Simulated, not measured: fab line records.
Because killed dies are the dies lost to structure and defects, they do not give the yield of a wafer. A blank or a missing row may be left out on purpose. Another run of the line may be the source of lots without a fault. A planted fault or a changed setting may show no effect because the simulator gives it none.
Split-lot experiment -- flow berkeley cmos170 -- 27 wafers read across 5 lots, on a route 331 steps long

ABOUT THE SPLIT
At UCB170_SACOX_OXIDATION_01 (target thk 14.4 nm, ox time 2400 s), the setting ox time s was moved away from the recipe's 2400 s on 24 of the 27 wafers read, by -44.3% to +47.8%. For the rest of the wafers, this setting stayed at what the recipe calls for.

Split to reading: the file shows no intervening step.

THE READING
Values of SACOX_OXIDE_THK in nm from UCB170_SACOX_THK_MEAS_02. Fault-free wafers of this fab line usually give 14.24 nm, standard deviation 0.25 nm.

wafer,"tool, chamber at the split","ox time s as run, s",against the recipe,"SACOX_OXIDE_THK, nm",against lot-mates on the recipe
L075.1,"-, -",1537,-36.0%,10.53,no lot-mate on the recipe
L075.2,"-, -",1537,-36.0%,10.30,no lot-mate on the recipe
L075.3,"-, -",1537,-36.0%,10.55,no lot-mate on the recipe
L075.4,"-, -",1537,-36.0%,10.46,no lot-mate on the recipe
L075.5,"-, -",1537,-36.0%,10.26,no lot-mate on the recipe
L075.6,"-, -",1537,-36.0%,10.36,no lot-mate on the recipe
L074.1,"-, -",1498,-37.6%,9.71,no lot-mate on the recipe
L074.2,"-, -",1498,-37.6%,9.55,no lot-mate on the recipe
L074.3,"-, -",1498,-37.6%,9.56,no lot-mate on the recipe
L074.4,"-, -",1498,-37.6%,9.68,no lot-mate on the recipe
L074.5,"-, -",1498,-37.6%,9.71,no lot-mate on the recipe
L074.6,"-, -",1498,-37.6%,9.68,no lot-mate on the recipe
L077.1,"-, -",3546,+47.8%,18.34,no lot-mate on the recipe
L077.2,"-, -",3546,+47.8%,18.80,no lot-mate on the recipe
L077.3,"-, -",3546,+47.8%,18.31,no lot-mate on the recipe
L077.4,"-, -",3546,+47.8%,18.23,no lot-mate on the recipe
L077.5,"-, -",3546,+47.8%,18.43,no lot-mate on the recipe
L077.6,"-, -",3546,+47.8%,18.65,no lot-mate on the recipe
L083.2,"furnace-03, 0",2400,recipe,14.46,-
L083.4,"furnace-03, 0",2400,recipe,14.17,-
L083.5,"furnace-03, 0",2400,recipe,14.26,-
L084.1,"-, -",1336,-44.3%,9.40,no lot-mate on the recipe
L084.2,"-, -",1336,-44.3%,9.79,no lot-mate on the recipe
L084.3,"-, -",1336,-44.3%,9.73,no lot-mate on the recipe
L084.4,"-, -",1336,-44.3%,9.48,no lot-mate on the recipe
L084.5,"-, -",1336,-44.3%,9.48,no lot-mate on the recipe
L084.6,"-, -",1336,-44.3%,9.59,no lot-mate on the recipe

THE FIT
A straight line over all 27 wafers: SACOX_OXIDE_THK changes by +0.0991 nm for each +1% of ox time s; r = +1.00; the points scatter about the line by 0.33 nm.
Too few moved wafers have a lot-mate on the recipe to fit a line with each lot's own level taken away.

THE WHOLE CHAIN: every reading that the file lists as answering this split, in the file's order
step,what it does,reading,change (the file's fit),r (the file's)
UCB170_SACOX_OXIDATION_01,"target thk 14.4 nm, ox time 2400 s","SiO2_of_SACOX_OXIDATION_01.thk nm (the simulator's own value, which no gauge read)",+0.099 nm for each +1% of the setting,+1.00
UCB170_SACOX_THK_MEAS_02,,SACOX_OXIDE_THK,+0.0991 for each +1% of the setting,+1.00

THE FILE'S OWN FIT
SACOX_OXIDE_THK changes by +0.0991 nm for each +1% of ox time s, r = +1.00.
